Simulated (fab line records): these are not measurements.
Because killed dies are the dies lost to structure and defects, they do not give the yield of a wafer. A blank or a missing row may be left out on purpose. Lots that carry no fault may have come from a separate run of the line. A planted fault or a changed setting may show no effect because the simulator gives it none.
Chamber matching ; flow berkeley cmos170 ; 4 sister chambers for UCB170_ZERO_ETCH_06 on rie diel-03
The step etches SiO2 in CHF3/CF4/Ar, time 12 s. 8 wafers are shown with their chamber, then 7 later ones without.

WAFERS, EACH WITH ITS CHAMBER
wafer;chamber;drypump motor current A (A);throttle valve pct (%)
L398.1;2;5.8;9.28
L400.1;0;6.0;9.13
L400.4;3;4.8;9.45
L408.1;1;6.5;9.28
L408.2;3;4.9;9.44
L408.4;0;6.0;9.14
L409.1;1;6.5;9.28
L409.5;2;5.9;9.29

WAFERS MISSING THEIR CHAMBER
wafer;drypump motor current A (A);throttle valve pct (%)
L409.6;6.5;9.28
L413.3;5.8;9.25
L413.4;6.0;9.13
L413.5;6.5;9.24
L414.2;6.0;9.14
L414.3;6.5;9.27
L414.5;5.8;9.27

CHAMBER TAKEN BY EACH
wafer;from the rows above;in truth
L409.6;1;1
L413.3;2;2
L413.4;0;0
L413.5;1;1
L414.2;0;0
L414.3;1;1
L414.5;2;2
Placed correctly: 7 of 7. From these rows, 0 cannot be placed. Placed wrongly: 0.
How it was worked out, from the rows above alone: a wafer's distance from a chamber is the root of the sum, over the readings, of the square of ((its reading less the chamber's mean) divided by the reading's scatter). If the next closest chamber is less than 2 further off than the closest, the wafer can't be placed; otherwise it belongs to the closest. For every chamber, the mean is computed from those of its wafers that are shown. The scatter is the square root of a quotient: the sum, over the shown wafers, of each reading's squared deviation from its chamber's mean, divided by wafers minus chambers.
